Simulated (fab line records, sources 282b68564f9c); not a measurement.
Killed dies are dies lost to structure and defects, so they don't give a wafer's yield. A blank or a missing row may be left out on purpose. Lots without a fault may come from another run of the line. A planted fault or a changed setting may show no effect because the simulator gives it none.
fab line records | flow rit_cmos | part 2 of 2: steps 29 to 30 of 30
record lots=5 wafers=23
route steps=202 shown ACTIVE@9 PRETRO@72 GATE@84 NLDD@111 PLDD@122 NSD@139 M1@202
start_h: hours from the record's first day to the start of the lot's first wafer shown | wait_h: hours since the lot's step before | " the same as in the row above | L1.1+2: a row that stands for several wafers | - no value, or no start given | * or withheld: withheld | < > ~ a bound
route shown NAME@n: a module of which the file shows steps, and the number in the route of the first | usual: mean/standard deviation of fault-free wafers | same: alike in all rows | chamber/n: place in a boat | sites: the reading at each site | _std_site: their standard deviation | _edge_site: outer sites' mean less inner sites' | radius_mm: how far each site lies from the wafer's centre | mask NAME#n: copy n | behind: the tool/chamber that last shaped the wafer | hold: why the lot was held/for how many hours/how that ended | device: the transistor (n, p or np) that didn't switch | end of line: the same wafers' tests at the end of the route | a step without rows: its recipe alone | killed: dies lost to structure and defects at the first sort, not the wafer's yield | map: a wafer's dies, x killed, . not, _ none there
set.NAME: the setting as run; set.NAME@STEP: as run at that earlier step | model.NAME: the simulator's own value behind a step, which no gauge read
lots whose settings were changed on purpose; a table a step, a row a wafer
## steps
# step RIT_NSD_TW_MEAS_10
# usual NSD_TW=3087/20
# columns lot.wafer tool chamber start_h wait_h set.energy_kev@NSD_IMPLANT_08 NSD_TW
L075.2 film_metro-04 - 58.35 0.1 26.39 3124
L075.3 " - " " 26.39 3121
L075.4 " - " " 26.39 3095
L075.5 " - " " 25 3070
L075.6 " - " " 25 3075
L076.1 film_metro-01 - 67.68 0.1 23.61 3061
L076.2 " - " " 25 3114
L076.3 " - " " 23.61 3056
L076.4 " - " " 23.61 3069
L076.5 " - " " 25 3111
L078.1 film_metro-04 - 78.28 0.1 25 3076
L078.2 " - " " 25 3075
L078.3 " - " " 25 3063
L078.4 " - " " 25 3072
L078.6 " - " " 25 3058
L081.2 film_metro-01 - 87.75 0.1 25 3114
L081.3 " - " " 25 3109
L081.5 " - " " 25 3117
L082.1 film_metro-02 - 91.42 0.1 25 3084
L082.2 " - " " 25 3091
L082.4 " - " " 25 3091
L082.5 " - " " 25 3087
L082.6 " - " " 25 3101
# step RIT_M1_PROBE_99
# usual killed_at_M0_to_M3=0.0/0.16 killed_at_contacts=0.1/0.32 killed_at_front_end=7.0/2.9 killed_dies=7.2/2.9 killed_open=3.4/2 killed_short=3.7/2.1
# same gross_dies=264 killed_at_M4_up=0 killed_at_back_side=0 killed_at_other=0
# columns lot.wafer tool chamber start_h wait_h set.dose_cm2@NLDD_IMPLANT_08 killed_at_M0_to_M3 killed_at_contacts killed_at_front_end killed_dies killed_open killed_short model.etest.nldd.rs_ohm_sq model.etest.nmos_turned.drive_ua_um
L075.2 prober-02 - 68.31 0.1 5e+14 0 0 7 7 3 4 362.7 321.2
L075.3 prober-02 - 68.36 0.2 5e+14 0 0 6 6 4 2 365 310.1
L075.4 prober-02 - 68.41 0.2 4.637e+14 0 0 5 5 3 2 385 287.5
L075.5 prober-02 - 68.46 0.2 4.637e+14 0 0 8 8 4 4 385.3 277.5
L075.6 prober-02 - 68.51 0.2 4.637e+14 0 0 8 8 3 5 393.2 291.3
L076.1 prober-02 - 77.19 0.1 4.669e+14 0 0 7 7 4 3 415.2 302.7
L076.2 prober-02 - 77.24 0.1 5e+14 0 0 9 9 5 4 392 336
L076.3 prober-02 - 77.29 0.2 4.669e+14 0 0 6 6 4 2 419.2 297.8
L076.4 prober-02 - 77.34 0.2 5e+14 0 0 8 8 1 7 383.3 329.1
L076.5 prober-02 - 77.39 0.2 4.669e+14 0 0 8 8 4 4 411.3 303.2
L078.1 prober-02 - 87.95 0.1 5e+14 0 0 4 4 3 1 380.7 318.7
L078.2 prober-02 - 88.00 0.1 5e+14 0 1 16 17 9 8 381.7 318.4
L078.3 prober-02 - 88.05 0.2 5e+14 0 0 10 10 6 4 391.3 303.5
L078.4 prober-02 - 88.10 0.2 5e+14 0 0 9 9 3 6 386 315.1
L078.6 prober-02 - 88.20 0.2 5e+14 0 0 11 11 5 6 384.3 320.9
L081.2 prober-01 - 98.06 0.1 5e+14 0 0 3 3 2 1 379.3 313.4
L081.3 prober-01 - 98.11 0.2 5e+14 0 0 11 11 3 8 375.1 324.6
L081.5 prober-01 - 98.21 0.2 5e+14 0 0 6 6 1 3 373 319.4
L082.1 prober-02 - 101.02 0.1 4.723e+14 0 0 8 8 3 5 405.8 259.6
L082.2 prober-02 - 101.07 0.1 5e+14 1 0 6 7 5 2 394.9 275.1
L082.4 prober-02 - 101.17 0.2 5e+14 0 2 3 5 3 2 382.2 292.4
L082.5 prober-02 - 101.22 0.2 4.723e+14 0 0 4 4 2 2 407.3 262.9
L082.6 prober-02 - 101.27 0.2 5e+14 0 0 1 1 0 1 388.9 288.8
# killed by level:class
L075.2 SILICIDE:geometric_particle:open=2 FOX1:geometric_particle:short=1 FOX2:geometric_particle:short=1 GATE:geometric_particle:open=1 SPACER:geometric_particle:short=1 SILICIDE:geometric_particle:short=1
L075.3 SILICIDE:geometric_particle:open=3 FOX1:geometric_particle:short=1 GATE:geometric_particle:open=1 SILICIDE:geometric_particle:short=1
L075.4 FOX1:geometric_particle:short=2 GATE:geometric_particle:open=2 FOX1:geometric_particle:open=1
L075.5 GATE:geometric_particle:short=2 REOX:geometric_particle:open=2 FOX1:geometric_particle:short=1 FOX1:geometric_particle:open=1 FOX2:geometric_particle:short=1 FOX2:geometric_particle:open=1
L075.6 FOX1:geometric_particle:short=1 FOX2:geometric_particle:short=1 GATE:geometric_particle:short=1 GATE:geometric_particle:open=1 REOX:geometric_particle:open=1 REOX:geometric_particle:short=1 SPACER:geometric_particle:short=1 SILICIDE:geometric_particle:open=1
L076.1 FOX1:geometric_particle:open=3 SILICIDE:geometric_particle:short=2 REOX:geometric_particle:open=1 REOX:geometric_particle:short=1
L076.2 GATE:geometric_particle:open=2 REOX:geometric_particle:short=2 REOX:geometric_particle:open=2 FOX1:geometric_particle:open=1 FOX1:geometric_particle:short=1 GATE:geometric_particle:short=1
L076.3 FOX1:geometric_particle:short=1 FOX2:geometric_particle:open=1 GATE:geometric_particle:open=1 REOX:geometric_particle:open=1 SILICIDE:geometric_particle:short=1 SILICIDE:geometric_particle:open=1
L076.4 GATE:geometric_particle:short=2 SILICIDE:geometric_particle:short=2 FOX1:geometric_particle:open=1 FOX2:geometric_particle:short=1 REOX:geometric_particle:short=1 SPACER:geometric_particle:short=1
L076.5 REOX:geometric_particle:open=2 REOX:geometric_particle:short=2 FOX1:geometric_particle:short=1 GATE:geometric_particle:open=1 SPACER:geometric_particle:open=1 SILICIDE:geometric_particle:short=1
L078.1 REOX:geometric_particle:open=2 FOX1:geometric_particle:short=1 GATE:geometric_particle:open=1
L078.2 REOX:geometric_particle:open=7 REOX:geometric_particle:short=3 FOX1:geometric_particle:short=2 GATE:geometric_particle:open=1 GATE:geometric_particle:short=1 SILICIDE:geometric_particle:short=1 SILICIDE:geometric_particle:open=1 CONTACT:geometric_particle:short=1
L078.3 REOX:geometric_particle:short=3 GATE:geometric_particle:open=2 REOX:geometric_particle:open=2 FOX2:geometric_particle:open=1 GATE:geometric_particle:short=1 SPACER:geometric_particle:open=1
L078.4 GATE:geometric_particle:open=2 GATE:geometric_particle:short=2 REOX:geometric_particle:short=2 SILICIDE:geometric_particle:short=2 SILICIDE:geometric_particle:open=1
L078.6 GATE:geometric_particle:short=3 GATE:geometric_particle:open=2 SPACER:geometric_particle:open=2 FOX1:geometric_particle:short=1 FOX1:geometric_particle:open=1 FOX2:geometric_particle:short=1 REOX:geometric_particle:short=1
L081.2 GATE:geometric_particle:open=2 REOX:geometric_particle:short=1
L081.3 GATE:geometric_particle:short=4 FOX1:geometric_particle:short=2 SPACER:geometric_particle:open=2 SPACER:geometric_particle:short=2 REOX:geometric_particle:open=1
L081.5 NLDD:coat_microbubble_printed=2 GATE:geometric_particle:short=1 REOX:geometric_particle:short=1 SPACER:geometric_particle:open=1 SILICIDE:geometric_particle:short=1
L082.1 SPACER:geometric_particle:short=3 ACTIVE:geometric_particle:open=1 FOX1:geometric_particle:short=1 FOX2:geometric_particle:short=1 REOX:geometric_particle:open=1 SPACER:geometric_particle:open=1
L082.2 FOX2:geometric_particle:open=3 GATE:geometric_particle:open=1 SPACER:geometric_particle:short=1 SILICIDE:geometric_particle:open=1 M1:geometric_particle:short=1
L082.4 SPACER:geometric_particle:open=1 FOX2:geometric_particle:open=1 GATE:geometric_particle:short=1 CONTACT:geometric_particle:open=1 CONTACT:geometric_particle:short=1
L082.5 FOX1:geometric_particle:open=1 GATE:geometric_particle:open=1 GATE:geometric_particle:short=1 SPACER:geometric_particle:short=1
L082.6 REOX:geometric_particle:short=1
## key
split step=RIT_ACTIVE_EXPOSE_08 setting=dose_mj stated=225 by=wafer
response step=RIT_ACTIVE_CD_MEAS_11 reading=cd_nm slope=-3.05 per=1% together_with=develop_time_s@ACTIVE_DEVELOP_10 explained=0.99
response step=RIT_ACTIVE_ETCH_13 reading=model.ACTIVE.cd_nm slope=-3.01 per=1% together_with=develop_time_s@ACTIVE_DEVELOP_10 explained=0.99
response step=RIT_ACTIVE_CD_MEAS_90 reading=cd_nm slope=-2.99 per=1% together_with=develop_time_s@ACTIVE_DEVELOP_10 explained=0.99
split step=RIT_ACTIVE_DEVELOP_10 setting=develop_time_s stated=50 by=wafer
response step=RIT_ACTIVE_CD_MEAS_11 reading=cd_nm slope=-0.989 per=1% together_with=dose_mj@ACTIVE_EXPOSE_08 explained=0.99
response step=RIT_ACTIVE_ETCH_13 reading=model.ACTIVE.cd_nm slope=-0.991 per=1% together_with=dose_mj@ACTIVE_EXPOSE_08 explained=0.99
response step=RIT_ACTIVE_CD_MEAS_90 reading=cd_nm slope=-0.976 per=1% together_with=dose_mj@ACTIVE_EXPOSE_08 explained=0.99
split step=RIT_PRETRO_IMPLANT_08 setting=energy_kev stated=45 by=wafer
response step=RIT_PRETRO_IMPLANT_08 reading=model.implant.rp_nm change=+1.37 per=1% r=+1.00
response step=RIT_PRETRO_IMPLANT_08 reading=model.implant.drp_nm change=+0.331 per=1% r=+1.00
split step=RIT_GATE_CVD_08 setting=pressure_mtorr stated=300 by=lot
response step=RIT_GATE_CVD_08 reading=model.poly-Si_of_GATE_CVD_08.thk_nm change=+1.29 per=1% r=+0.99
response step=RIT_GATE_THK_MEAS_09 reading=GATE_POLY_THK change=+1.28 per=1% r=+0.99
response step=RIT_GATE_ETCH_19 reading=model.GATE.feature_depth_nm change=+1.29 per=1% r=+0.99
response step=RIT_GATE_ETCH_19 reading=model.etch.depth_nm change=+1.29 per=1% r=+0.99
split step=RIT_GATE_COAT_11 setting=resist_thk_nm stated=850 by=wafer
response step=RIT_GATE_COAT_11 reading=model.NOVOLAK_of_GATE_COAT_11.thk_nm change=+8.89 per=1% r=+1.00
response step=RIT_GATE_CD_MEAS_16 reading=cd_nm change=+1.36 per=1% r=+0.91
response step=RIT_GATE_HARDBAKE_18 reading=model.NOVOLAK_of_GATE_COAT_11.thk_nm change=+7.79 per=1% r=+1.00
response step=RIT_GATE_ETCH_19 reading=model.NOVOLAK_of_GATE_COAT_11.thk_nm change=+7.52 per=1% r=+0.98
response step=RIT_GATE_CD_MEAS_90 reading=cd_nm change=+1.37 per=1% r=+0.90
split step=RIT_NLDD_IMPLANT_08 setting=dose_cm2 stated=5e+14 by=wafer
response step=RIT_NLDD_TW_MEAS_10 reading=NLDD_TW change=+7 per=1% r=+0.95
response step=RIT_M1_PROBE_99 reading=model.etest.nmos_turned.drive_ua_um change=+4.41 per=1% r=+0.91
response step=RIT_M1_PROBE_99 reading=model.etest.nldd.rs_ohm_sq change=-3.58 per=1% r=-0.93
split step=RIT_PLDD_IMPLANT_08 setting=dose_cm2 stated=9e+14 by=wafer
response step=RIT_PLDD_TW_MEAS_10 reading=PLDD_TW change=+5.93 per=1% r=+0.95
split step=RIT_NSD_IMPLANT_08 setting=energy_kev stated=25 by=wafer
response step=RIT_NSD_IMPLANT_08 reading=model.implant.drp_nm change=+0.0895 per=1% r=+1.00
response step=RIT_NSD_IMPLANT_08 reading=model.implant.rp_nm change=+0.219 per=1% r=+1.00
response step=RIT_NSD_TW_MEAS_10 reading=NSD_TW change=+8.22 per=1% r=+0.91
